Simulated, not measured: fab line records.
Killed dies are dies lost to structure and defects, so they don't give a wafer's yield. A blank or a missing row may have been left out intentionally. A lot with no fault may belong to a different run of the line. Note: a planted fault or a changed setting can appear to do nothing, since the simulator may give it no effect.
fab line records :: flow ritCmos
record
  lots=6
  wafers=18
  lastDay=6
route steps=202 shown ACTIVE@19 FOX1@20 FOX2@23 NWELL@28 M1@202
lots with no fault: from the same line, run without faults
startH: start of the lot's first displayed wafer, in hours after the record's first day :: waitH: hours from the lot's prior step to this one :: " identical to the entry in the row above :: L1.1+2: a single row standing in for several wafers :: - no value, or no start was given :: * or withheld: withheld :: < > ~ a bound
route shown NAME@n: NAME is a module with steps in the file, n the number in the route of the first one :: usual: mean/standard deviation of fault-free wafers :: same: alike in all rows :: chamber/n: place in a boat :: sites: each site's reading :: _std_site: their standard deviation :: _edge_site: inner sites' mean taken away from outer sites' mean :: radiusMm: how far each site lies from the wafer's centre :: mask NAME#n: copy n :: behind: the last tool/chamber to shape the wafer :: hold: what put the lot on hold/how long, in hours/how the hold closed :: device: transistor that didn't switch, given as n, p or np :: end of line: the same wafers' tests at the end of the route :: for a step that has no rows: nothing shown but its recipe :: killed: dies that structure and defects cost at the first sort, which is not the same as the wafer's yield :: map: shows each die of a wafer: x if killed, . if not, _ if none is there
set.NAME: the setting as run; set.NAME@STEP: as run at that earlier step :: model.NAME: the simulator's own value behind a step, which no gauge read
certain route steps with their lots: each step a table, each wafer a row
services: when a tool's chamber went out of use (startH, in hours from the record's first day, below 0 if earlier), for how many hours, and the reason
## steps
# step RIT_ACTIVE_CLEAN_17
# recipe
  chemistry=SC2
  mix=3:3:50
  timeS=600
  tempC=75
  dry=n2Spin
# step RIT_FOX1_OXIDATION_00
# recipe
  tempC=1100
  ambient=H2O
  targetThkA=3507
  pH2oTorr=720
  oxTimeS=1130
# step RIT_FOX1_THK_MEAS_01
# recipe
  reads=SiO2_of_FOX1_OXIDATION_00
# usual
  FOX1_OXIDE_THK=352/6.7
lot.wafer: L468.3
tool: filmMetro-02
chamber: -
startH: 19.62
waitH: 0.0
FOX1_OXIDE_THK[nm]: 347

lot.wafer: L468.5
tool: filmMetro-02
chamber: -
startH: 19.62
waitH: 0.0
FOX1_OXIDE_THK[nm]: 341

lot.wafer: L468.6
tool: filmMetro-02
chamber: -
startH: 19.62
waitH: 0.0
FOX1_OXIDE_THK[nm]: 346

lot.wafer: L470.1
tool: filmMetro-04
chamber: -
startH: 28.37
waitH: 0.0
FOX1_OXIDE_THK[nm]: 359

lot.wafer: L470.2
tool: filmMetro-04
chamber: -
startH: 28.37
waitH: 0.0
FOX1_OXIDE_THK[nm]: 353

lot.wafer: L470.3
tool: filmMetro-04
chamber: -
startH: 28.37
waitH: 0.0
FOX1_OXIDE_THK[nm]: 361

lot.wafer: L480.1
tool: filmMetro-04
chamber: -
startH: 78.56
waitH: 0.0
FOX1_OXIDE_THK[nm]: 366

lot.wafer: L480.2
tool: filmMetro-04
chamber: -
startH: 78.56
waitH: 0.0
FOX1_OXIDE_THK[nm]: 366

lot.wafer: L480.4
tool: filmMetro-04
chamber: -
startH: 78.56
waitH: 0.0
FOX1_OXIDE_THK[nm]: 368

lot.wafer: L481.2
tool: filmMetro-03
chamber: -
startH: 85.22
waitH: 0.0
FOX1_OXIDE_THK[nm]: 357

lot.wafer: L481.4
tool: filmMetro-03
chamber: -
startH: 85.22
waitH: 0.0
FOX1_OXIDE_THK[nm]: 362

lot.wafer: L481.5
tool: filmMetro-03
chamber: -
startH: 85.22
waitH: 0.0
FOX1_OXIDE_THK[nm]: 362

lot.wafer: L483.3
tool: filmMetro-04
chamber: -
startH: 94.81
waitH: 0.0
FOX1_OXIDE_THK[nm]: 340

lot.wafer: L483.5
tool: filmMetro-04
chamber: -
startH: 94.81
waitH: 0.0
FOX1_OXIDE_THK[nm]: 343

lot.wafer: L483.6
tool: filmMetro-04
chamber: -
startH: 94.81
waitH: 0.0
FOX1_OXIDE_THK[nm]: 344

lot.wafer: L484.4
tool: filmMetro-03
chamber: -
startH: 99.60
waitH: 0.0
FOX1_OXIDE_THK[nm]: 350

lot.wafer: L484.5
tool: filmMetro-03
chamber: -
startH: 99.60
waitH: 0.0
FOX1_OXIDE_THK[nm]: 357

lot.wafer: L484.6
tool: filmMetro-03
chamber: -
startH: 99.60
waitH: 0.0
FOX1_OXIDE_THK[nm]: 353
# step RIT_FOX1_WET_ETCH_02
# recipe
  chemistry=BOE
  targetDepthNm=350
  timeS=390
  tempC=21.5
  dry=n2Spin
  dilution=10:1
  target=SiO2
# step RIT_FOX2_OXIDATION_00
# recipe
  tempC=1100
  ambient=H2O
  targetThkA=3507
  pH2oTorr=720
  oxTimeS=1130
# step RIT_FOX2_THK_MEAS_01
# recipe
  reads=SiO2_of_FOX2_OXIDATION_00
# usual
  FOX2_OXIDE_THK=352/7.6
lot.wafer: L468.3
tool: filmMetro-02
chamber: -
startH: 21.11
waitH: 0.0
FOX2_OXIDE_THK[nm]: 352

lot.wafer: L468.5
tool: filmMetro-02
chamber: -
startH: 21.11
waitH: 0.0
FOX2_OXIDE_THK[nm]: 348

lot.wafer: L468.6
tool: filmMetro-02
chamber: -
startH: 21.11
waitH: 0.0
FOX2_OXIDE_THK[nm]: 354

lot.wafer: L470.1
tool: filmMetro-03
chamber: -
startH: 29.86
waitH: 0.0
FOX2_OXIDE_THK[nm]: 354

lot.wafer: L470.2
tool: filmMetro-03
chamber: -
startH: 29.86
waitH: 0.0
FOX2_OXIDE_THK[nm]: 345

lot.wafer: L470.3
tool: filmMetro-03
chamber: -
startH: 29.86
waitH: 0.0
FOX2_OXIDE_THK[nm]: 353

lot.wafer: L480.1
tool: filmMetro-01
chamber: -
startH: 82.83
waitH: 0.0
FOX2_OXIDE_THK[nm]: 351

lot.wafer: L480.2
tool: filmMetro-01
chamber: -
startH: 82.83
waitH: 0.0
FOX2_OXIDE_THK[nm]: 363

lot.wafer: L480.4
tool: filmMetro-01
chamber: -
startH: 82.83
waitH: 0.0
FOX2_OXIDE_THK[nm]: 359

lot.wafer: L481.2
tool: filmMetro-03
chamber: -
startH: 86.72
waitH: 0.0
FOX2_OXIDE_THK[nm]: 348

lot.wafer: L481.4
tool: filmMetro-03
chamber: -
startH: 86.72
waitH: 0.0
FOX2_OXIDE_THK[nm]: 350

lot.wafer: L481.5
tool: filmMetro-03
chamber: -
startH: 86.72
waitH: 0.0
FOX2_OXIDE_THK[nm]: 351

lot.wafer: L483.3
tool: filmMetro-02
chamber: -
startH: 96.30
waitH: 0.0
FOX2_OXIDE_THK[nm]: 342

lot.wafer: L483.5
tool: filmMetro-02
chamber: -
startH: 96.30
waitH: 0.0
FOX2_OXIDE_THK[nm]: 351

lot.wafer: L483.6
tool: filmMetro-02
chamber: -
startH: 96.30
waitH: 0.0
FOX2_OXIDE_THK[nm]: 338

lot.wafer: L484.4
tool: filmMetro-03
chamber: -
startH: 101.09
waitH: 0.0
FOX2_OXIDE_THK[nm]: 344

lot.wafer: L484.5
tool: filmMetro-03
chamber: -
startH: 101.09
waitH: 0.0
FOX2_OXIDE_THK[nm]: 338

lot.wafer: L484.6
tool: filmMetro-03
chamber: -
startH: 101.09
waitH: 0.0
FOX2_OXIDE_THK[nm]: 348
# step RIT_FOX2_CLEAN_02
# recipe
  chemistry=dHF
  dilution=50:1
  timeS=180
# step RIT_FOX2_WET_ETCH_03
# recipe
  chemistry=H3PO4
  target=Si3N4
  targetDepthNm=195
  tempC=165
  timeS=2700
# step RIT_FOX2_THK_MEAS_90
# recipe
  reads=SiO2_of_FOX2_OXIDATION_00
# usual
  FIELD_OXIDE_LEFT_1_THK=325/7.7
lot.wafer: L468.3
tool: filmMetro-03
chamber: -
startH: 21.99
waitH: 0.0
FIELD_OXIDE_LEFT_1_THK[nm]: 325

lot.wafer: L468.5
tool: filmMetro-03
chamber: -
startH: 21.99
waitH: 0.0
FIELD_OXIDE_LEFT_1_THK[nm]: 320

lot.wafer: L468.6
tool: filmMetro-03
chamber: -
startH: 21.99
waitH: 0.0
FIELD_OXIDE_LEFT_1_THK[nm]: 326

lot.wafer: L470.1
tool: filmMetro-01
chamber: -
startH: 30.80
waitH: 0.0
FIELD_OXIDE_LEFT_1_THK[nm]: 327

lot.wafer: L470.2
tool: filmMetro-01
chamber: -
startH: 30.80
waitH: 0.0
FIELD_OXIDE_LEFT_1_THK[nm]: 319

lot.wafer: L470.3
tool: filmMetro-01
chamber: -
startH: 30.80
waitH: 0.0
FIELD_OXIDE_LEFT_1_THK[nm]: 326

lot.wafer: L480.1
tool: filmMetro-02
chamber: -
startH: 83.77
waitH: 0.0
FIELD_OXIDE_LEFT_1_THK[nm]: 324

lot.wafer: L480.2
tool: filmMetro-02
chamber: -
startH: 83.77
waitH: 0.0
FIELD_OXIDE_LEFT_1_THK[nm]: 336

lot.wafer: L480.4
tool: filmMetro-02
chamber: -
startH: 83.77
waitH: 0.0
FIELD_OXIDE_LEFT_1_THK[nm]: 331

lot.wafer: L481.2
tool: filmMetro-03
chamber: -
startH: 87.60
waitH: 0.0
FIELD_OXIDE_LEFT_1_THK[nm]: 320

lot.wafer: L481.4
tool: filmMetro-03
chamber: -
startH: 87.60
waitH: 0.0
FIELD_OXIDE_LEFT_1_THK[nm]: 322

lot.wafer: L481.5
tool: filmMetro-03
chamber: -
startH: 87.60
waitH: 0.0
FIELD_OXIDE_LEFT_1_THK[nm]: 324

lot.wafer: L483.3
tool: filmMetro-01
chamber: -
startH: 97.18
waitH: 0.0
FIELD_OXIDE_LEFT_1_THK[nm]: 315

lot.wafer: L483.5
tool: filmMetro-01
chamber: -
startH: 97.18
waitH: 0.0
FIELD_OXIDE_LEFT_1_THK[nm]: 324

lot.wafer: L483.6
tool: filmMetro-01
chamber: -
startH: 97.18
waitH: 0.0
FIELD_OXIDE_LEFT_1_THK[nm]: 311

lot.wafer: L484.4
tool: filmMetro-02
chamber: -
startH: 101.97
waitH: 0.0
FIELD_OXIDE_LEFT_1_THK[nm]: 316

lot.wafer: L484.5
tool: filmMetro-02
chamber: -
startH: 101.97
waitH: 0.0
FIELD_OXIDE_LEFT_1_THK[nm]: 311

lot.wafer: L484.6
tool: filmMetro-02
chamber: -
startH: 101.97
waitH: 0.0
FIELD_OXIDE_LEFT_1_THK[nm]: 320
# step RIT_NWELL_HMDS_00
# recipe
  primeTimeS=60
  primeTempC=140
# step RIT_NWELL_COAT_01
# recipe
  resist=NOVOLAK
  spinRpm=2000
  resistThkNm=1300
# step RIT_NWELL_SOFTBAKE_02
# recipe
  resist=NOVOLAK
  tempC=90
  timeS=60
# step RIT_NWELL_EXPOSE_03
# recipe
  maskId=M2
  na=0.57
  targetCdNm=43900
  doseMj=250
# usual
  focusOffsetNm=-0.1/0.62
  stageVelMmS=499.97/0.24
lot.wafer: L468.3
tool: ilineStepper-01
chamber: 0
startH: 22.52
waitH: 0.1
mask: M2#0
focusOffsetNm: 0.2
stageVelMmS: 500.04
model.NWELL.overlayXNm: -0.3357

lot.wafer: L468.5
tool: ilineStepper-01
chamber: 0
startH: 22.52
waitH: 0.1
mask: M2#0
focusOffsetNm: 0.3
stageVelMmS: 499.91
model.NWELL.overlayXNm: -0.3357

lot.wafer: L468.6
tool: ilineStepper-01
chamber: 0
startH: 22.52
waitH: 0.1
mask: M2#0
focusOffsetNm: 1.1
stageVelMmS: 499.80
model.NWELL.overlayXNm: -0.3357

lot.wafer: L470.1
tool: ilineStepper-01
chamber: 0
startH: 31.44
waitH: 0.2
mask: M2#0
focusOffsetNm: -1.0
stageVelMmS: 500.49
model.NWELL.overlayXNm: -2.049

lot.wafer: L470.2
tool: ilineStepper-01
chamber: 0
startH: 31.44
waitH: 0.2
mask: M2#0
focusOffsetNm: -0.1
stageVelMmS: 500.45
model.NWELL.overlayXNm: -2.049

lot.wafer: L470.3
tool: ilineStepper-01
chamber: 0
startH: 31.44
waitH: 0.2
mask: M2#0
focusOffsetNm: 0.0
stageVelMmS: 500.53
model.NWELL.overlayXNm: -2.049

lot.wafer: L480.1
tool: ilineStepper-01
chamber: 0
startH: 84.41
waitH: 0.2
mask: M2#0
focusOffsetNm: -0.6
stageVelMmS: 499.85
model.NWELL.overlayXNm: -301.5

lot.wafer: L480.2
tool: ilineStepper-01
chamber: 0
startH: 84.41
waitH: 0.2
mask: M2#0
focusOffsetNm: 0.0
stageVelMmS: 500.12
model.NWELL.overlayXNm: -301.5

lot.wafer: L480.4
tool: ilineStepper-01
chamber: 0
startH: 84.41
waitH: 0.2
mask: M2#0
focusOffsetNm: -0.3
stageVelMmS: 500.17
model.NWELL.overlayXNm: -301.5

lot.wafer: L481.2
tool: ilineStepper-01
chamber: 0
startH: 88.12
waitH: 0.1
mask: M2#0
focusOffsetNm: 0.8
stageVelMmS: 499.57
model.NWELL.overlayXNm: -301.7

lot.wafer: L481.4
tool: ilineStepper-01
chamber: 0
startH: 88.12
waitH: 0.1
mask: M2#0
focusOffsetNm: 0.1
stageVelMmS: 499.99
model.NWELL.overlayXNm: -301.7

lot.wafer: L481.5
tool: ilineStepper-01
chamber: 0
startH: 88.12
waitH: 0.1
mask: M2#0
focusOffsetNm: 0.3
stageVelMmS: 499.85
model.NWELL.overlayXNm: -301.7

lot.wafer: L483.3
tool: ilineStepper-02
chamber: 0
startH: 97.71
waitH: 0.1
mask: M2#0
focusOffsetNm: 0.7
stageVelMmS: 499.60
model.NWELL.overlayXNm: -0.9244

lot.wafer: L483.5
tool: ilineStepper-02
chamber: 0
startH: 97.71
waitH: 0.1
mask: M2#0
focusOffsetNm: -0.7
stageVelMmS: 499.87
model.NWELL.overlayXNm: -0.9244

lot.wafer: L483.6
tool: ilineStepper-02
chamber: 0
startH: 97.71
waitH: 0.1
mask: M2#0
focusOffsetNm: 0.1
stageVelMmS: 499.90
model.NWELL.overlayXNm: -0.9244

lot.wafer: L484.4
tool: ilineStepper-02
chamber: 0
startH: 102.51
waitH: 0.1
mask: M2#0
focusOffsetNm: 0.9
stageVelMmS: 500.09
model.NWELL.overlayXNm: 0.01774

lot.wafer: L484.5
tool: ilineStepper-02
chamber: 0
startH: 102.51
waitH: 0.1
mask: M2#0
focusOffsetNm: 0.4
stageVelMmS: 499.99
model.NWELL.overlayXNm: 0.01774

lot.wafer: L484.6
tool: ilineStepper-02
chamber: 0
startH: 102.51
waitH: 0.1
mask: M2#0
focusOffsetNm: -0.4
stageVelMmS: 499.81
model.NWELL.overlayXNm: 0.01774
# step RIT_NWELL_PEB_04
# recipe
  resist=NOVOLAK
  tempC=withheld
  timeS=withheld
# step RIT_NWELL_DEVELOP_05
# recipe
  resist=NOVOLAK
  developTimeS=68
  devTempC=23
# step RIT_NWELL_OVL_MEAS_06
# usual
  NWELL_OVL=-0.1/1.4
lot.wafer: L468.3
tool: overlay-02
chamber: -
startH: 22.92
waitH: -
NWELL_OVL[nm]: -0.3

lot.wafer: L468.5
tool: overlay-02
chamber: -
startH: 22.92
waitH: -
NWELL_OVL[nm]: 0.3

lot.wafer: L468.6
tool: overlay-02
chamber: -
startH: 22.92
waitH: -
NWELL_OVL[nm]: -0.7

lot.wafer: L470.1
tool: overlay-02
chamber: -
startH: 31.87
waitH: -
NWELL_OVL[nm]: -0.2

lot.wafer: L470.2
tool: overlay-02
chamber: -
startH: 31.87
waitH: -
NWELL_OVL[nm]: -1.7

lot.wafer: L470.3
tool: overlay-02
chamber: -
startH: 31.87
waitH: -
NWELL_OVL[nm]: -0.5

lot.wafer: L480.1
tool: overlay-02
chamber: -
startH: 84.84
waitH: -
NWELL_OVL[nm]: -299.4

lot.wafer: L480.2
tool: overlay-02
chamber: -
startH: 84.84
waitH: -
NWELL_OVL[nm]: -302.2

lot.wafer: L480.4
tool: overlay-02
chamber: -
startH: 84.84
waitH: -
NWELL_OVL[nm]: -299.8

lot.wafer: L481.2
tool: overlay-02
chamber: -
startH: 88.53
waitH: -
NWELL_OVL[nm]: -299.8

lot.wafer: L481.4
tool: overlay-02
chamber: -
startH: 88.53
waitH: -
NWELL_OVL[nm]: -300.4

lot.wafer: L481.5
tool: overlay-02
chamber: -
startH: 88.53
waitH: -
NWELL_OVL[nm]: -300.7

lot.wafer: L483.3
tool: overlay-01
chamber: -
startH: 98.11
waitH: -
NWELL_OVL[nm]: -1.0

lot.wafer: L483.5
tool: overlay-01
chamber: -
startH: 98.11
waitH: -
NWELL_OVL[nm]: -0.1

lot.wafer: L483.6
tool: overlay-01
chamber: -
startH: 98.11
waitH: -
NWELL_OVL[nm]: 0.7

lot.wafer: L484.4
tool: overlay-02
chamber: -
startH: 103.08
waitH: -
NWELL_OVL[nm]: 0.9

lot.wafer: L484.5
tool: overlay-02
chamber: -
startH: 103.08
waitH: -
NWELL_OVL[nm]: 0.6

lot.wafer: L484.6
tool: overlay-02
chamber: -
startH: 103.08
waitH: -
NWELL_OVL[nm]: 0.5
# step RIT_NWELL_HARDBAKE_07
# recipe
  resist=NOVOLAK
  tempC=140
  timeS=120
# step RIT_M1_PROBE_99
# usual
  killedAtContacts=0.1/0.23
  killedAtFrontEnd=7/3
  killedDies=7/3
  killedOpen=3.3/1.8
  killedShort=3.3/2.2
# same
  grossDies=264
  killed_at_M0_to_M3=0
  killed_at_M4_up=0
  killedAtBackSide=0
  killedAtOther=0
lot.wafer: L468.3
tool: prober-01
chamber: -
startH: 63.80
waitH: 0.2
killedAtContacts: 0
killedAtFrontEnd: 7
killedDies: 7
killedOpen: 2
killedShort: 5
model.etest.wellEdgeRight.lineOhmUm: 183.7
model.etest.wellEdgeLeft.lineOhmUm: 181.5

lot.wafer: L468.5
tool: prober-01
chamber: -
startH: 63.90
waitH: 0.2
killedAtContacts: 0
killedAtFrontEnd: 8
killedDies: 8
killedOpen: 5
killedShort: 3
model.etest.wellEdgeRight.lineOhmUm: 180.2
model.etest.wellEdgeLeft.lineOhmUm: 181.9

lot.wafer: L468.6
tool: prober-01
chamber: -
startH: 63.95
waitH: 0.2
killedAtContacts: 0
killedAtFrontEnd: 5
killedDies: 5
killedOpen: 4
killedShort: 1
model.etest.wellEdgeRight.lineOhmUm: 184.6
model.etest.wellEdgeLeft.lineOhmUm: 182.2

lot.wafer: L470.1
tool: prober-01
chamber: -
startH: 71.61
waitH: 0.1
killedAtContacts: 0
killedAtFrontEnd: 7
killedDies: 7
killedOpen: 1
killedShort: 6
model.etest.wellEdgeRight.lineOhmUm: 183.2
model.etest.wellEdgeLeft.lineOhmUm: 183.7

lot.wafer: L470.2
tool: prober-01
chamber: -
startH: 71.66
waitH: 0.1
killedAtContacts: 0
killedAtFrontEnd: 2
killedDies: 2
killedOpen: 0
killedShort: 2
model.etest.wellEdgeRight.lineOhmUm: 180.6
model.etest.wellEdgeLeft.lineOhmUm: 183.5

lot.wafer: L470.3
tool: prober-01
chamber: -
startH: 71.71
waitH: 0.2
killedAtContacts: 0
killedAtFrontEnd: 3
killedDies: 3
killedOpen: 0
killedShort: 3
model.etest.wellEdgeRight.lineOhmUm: 181.7
model.etest.wellEdgeLeft.lineOhmUm: 182.1

lot.wafer: L480.1
tool: prober-02
chamber: -
startH: 122.92
waitH: 0.1
killedAtContacts: 0
killedAtFrontEnd: 9
killedDies: 9
killedOpen: 8
killedShort: 1
model.etest.wellEdgeRight.lineOhmUm: 203.2
model.etest.wellEdgeLeft.lineOhmUm: 171

lot.wafer: L480.2
tool: prober-02
chamber: -
startH: 122.97
waitH: 0.1
killedAtContacts: 0
killedAtFrontEnd: 5
killedDies: 5
killedOpen: 4
killedShort: 1
model.etest.wellEdgeRight.lineOhmUm: 203.4
model.etest.wellEdgeLeft.lineOhmUm: 172

lot.wafer: L480.4
tool: prober-02
chamber: -
startH: 123.07
waitH: 0.2
killedAtContacts: 0
killedAtFrontEnd: 11
killedDies: 11
killedOpen: 2
killedShort: 9
model.etest.wellEdgeRight.lineOhmUm: 201.6
model.etest.wellEdgeLeft.lineOhmUm: 170.3

lot.wafer: L481.2
tool: prober-01
chamber: -
startH: 129.98
waitH: 0.1
killedAtContacts: 0
killedAtFrontEnd: 5
killedDies: 5
killedOpen: 2
killedShort: 3
model.etest.wellEdgeRight.lineOhmUm: 198.8
model.etest.wellEdgeLeft.lineOhmUm: 169.1

lot.wafer: L481.4
tool: prober-01
chamber: -
startH: 130.08
waitH: 0.2
killedAtContacts: 0
killedAtFrontEnd: 3
killedDies: 3
killedOpen: 2
killedShort: 1
model.etest.wellEdgeRight.lineOhmUm: 198.7
model.etest.wellEdgeLeft.lineOhmUm: 170.8

lot.wafer: L481.5
tool: prober-01
chamber: -
startH: 130.13
waitH: 0.2
killedAtContacts: 0
killedAtFrontEnd: 5
killedDies: 5
killedOpen: 3
killedShort: 2
model.etest.wellEdgeRight.lineOhmUm: 199.4
model.etest.wellEdgeLeft.lineOhmUm: 169.3

lot.wafer: L483.3
tool: prober-01
chamber: -
startH: 140.58
waitH: 0.2
killedAtContacts: 0
killedAtFrontEnd: 3
killedDies: 3
killedOpen: 2
killedShort: 1
model.etest.wellEdgeRight.lineOhmUm: 181.6
model.etest.wellEdgeLeft.lineOhmUm: 179.4

lot.wafer: L483.5
tool: prober-01
chamber: -
startH: 140.68
waitH: 0.2
killedAtContacts: 0
killedAtFrontEnd: 5
killedDies: 5
killedOpen: 4
killedShort: 1
model.etest.wellEdgeRight.lineOhmUm: 179.7
model.etest.wellEdgeLeft.lineOhmUm: 182.6

lot.wafer: L483.6
tool: prober-01
chamber: -
startH: 140.73
waitH: 0.2
killedAtContacts: 0
killedAtFrontEnd: 3
killedDies: 3
killedOpen: 2
killedShort: 1
model.etest.wellEdgeRight.lineOhmUm: 183.6
model.etest.wellEdgeLeft.lineOhmUm: 184.5

lot.wafer: L484.4
tool: prober-02
chamber: -
startH: 142.30
waitH: 0.2
killedAtContacts: 0
killedAtFrontEnd: 7
killedDies: 7
killedOpen: 6
killedShort: 1
model.etest.wellEdgeRight.lineOhmUm: 180.5
model.etest.wellEdgeLeft.lineOhmUm: 180.5

lot.wafer: L484.5
tool: prober-02
chamber: -
startH: 142.35
waitH: 0.2
killedAtContacts: 1
killedAtFrontEnd: 14
killedDies: 15
killedOpen: 4
killedShort: 11
model.etest.wellEdgeRight.lineOhmUm: 182
model.etest.wellEdgeLeft.lineOhmUm: 183.7

lot.wafer: L484.6
tool: prober-02
chamber: -
startH: 142.40
waitH: 0.2
killedAtContacts: 0
killedAtFrontEnd: 10
killedDies: 10
killedOpen: 8
killedShort: 2
model.etest.wellEdgeRight.lineOhmUm: 180.4
model.etest.wellEdgeLeft.lineOhmUm: 182.1
# killed by level:class
L468.3 GATE:geometricParticle:short=3 FOX1:geometricParticle:short=1 GATE:geometricParticle:open=1 SILICIDE:geometricParticle:open=1 SILICIDE:geometricParticle:short=1
L468.5 GATE:geometricParticle:open=3 GATE:geometricParticle:short=2 FOX2:geometricParticle:open=1 SPACER:geometricParticle:open=1 SPACER:geometricParticle:short=1
L468.6 GATE:geometricParticle:open=2 SPACER:geometricParticle:open=2 FOX2:geometricParticle:short=1
L470.1 SILICIDE:geometricParticle:short=5 GATE:geometricParticle:open=1 GATE:geometricParticle:short=1
L470.2 GATE:geometricParticle:short=1 SPACER:geometricParticle:short=1
L470.3 SPACER:geometricParticle:short=2 FOX1:geometricParticle:short=1
L480.1 GATE:geometricParticle:open=5 FOX1:geometricParticle:open=2 FOX2:geometricParticle:open=1 REOX:geometricParticle:short=1
L480.2 SPACER:geometricParticle:open=2 FOX2:geometricParticle:open=1 GATE:geometricParticle:short=1 REOX:geometricParticle:open=1
L480.4 FOX1:geometricParticle:short=4 FOX2:geometricParticle:short=2 FOX1:geometricParticle:open=1 GATE:geometricParticle:short=1 GATE:geometricParticle:open=1 SPACER:geometricParticle:short=1 SILICIDE:geometricParticle:short=1
L481.2 GATE:geometricParticle:short=1 GATE:geometricParticle:open=1 REOX:geometricParticle:short=1 REOX:geometricParticle:open=1 SPACER:geometricParticle:short=1
L481.4 GATE:geometricParticle:open=1 SPACER:geometricParticle:open=1 SPACER:geometricParticle:short=1
L481.5 REOX:geometricParticle:open=2 FOX1:geometricParticle:short=1 GATE:geometricParticle:open=1 SILICIDE:geometricParticle:short=1
L483.3 GATE:geometricParticle:open=1 REOX:geometricParticle:open=1 SPACER:geometricParticle:short=1
L483.5 REOX:geometricParticle:open=3 FOX2:geometricParticle:open=1 GATE:geometricParticle:short=1
L483.6 GATE:geometricParticle:open=2 REOX:geometricParticle:short=1
L484.4 FOX1:geometricParticle:open=2 GATE:geometricParticle:open=2 GATE:geometricParticle:short=1 REOX:geometricParticle:open=1 SPACER:geometricParticle:open=1
L484.5 FOX1:geometricParticle:short=3 FOX2:geometricParticle:short=2 SPACER:geometricParticle:open=2 SILICIDE:geometricParticle:short=2 FOX1:geometricParticle:open=1 GATE:geometricParticle:short=1 REOX:geometricParticle:open=1 REOX:geometricParticle:short=1
L484.6 FOX1:geometricParticle:open=4 FOX1:geometricParticle:short=1 FOX2:geometricParticle:short=1 GATE:geometricParticle:open=1 REOX:geometricParticle:open=1 SPACER:geometricParticle:open=1 SILICIDE:geometricParticle:open=1
## services
tool: ilineStepper-02
chamber: -
startH: 3.36
hours: 1.7
kind: pm

tool: ilineStepper-01
chamber: -
startH: 35.52
hours: 1.7
kind: pm

tool: ilineStepper-01
chamber: -
startH: 102.15
hours: 2.1
kind: pm
## key
firstSign
  step=RIT_NWELL_OVL_MEAS_06
  reading=NWELL_OVL
  direction=down
  sigmas=99+
  usual=-0.1
  struck=-300.4
effect none on later readings
modelEffect
  step=RIT_NWELL_EXPOSE_03
  value=NWELL.overlayXNm
  without=-1.625
  struck=-301.6
modelEffect
  step=RIT_M1_PROBE_99
  value=etest.wellEdgeRight.lineOhmUm
  without=182.4
  struck=200.8
metAt RIT_NWELL_EXPOSE_03
struckWafers L480.1,L480.2,L480.4,L481.2,L481.4,L481.5
testerLeftOut L480,L481
onsetBetween 31.44 84.41
fault
  kind=scannerMatchingOverlay
  tool=ilineStepper-01
  chamber=-
  onsetH=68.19
  steps=RIT_NWELL_EXPOSE_03
  offset=-300
# testerLeftOut: of these lots the tester's yield and bins aren't shown, on N5 and GAA mostly nor the transistor test; their killed dies are dies lost to structure and defects alone, not to doping, threshold or leakage, so they don't give the yield
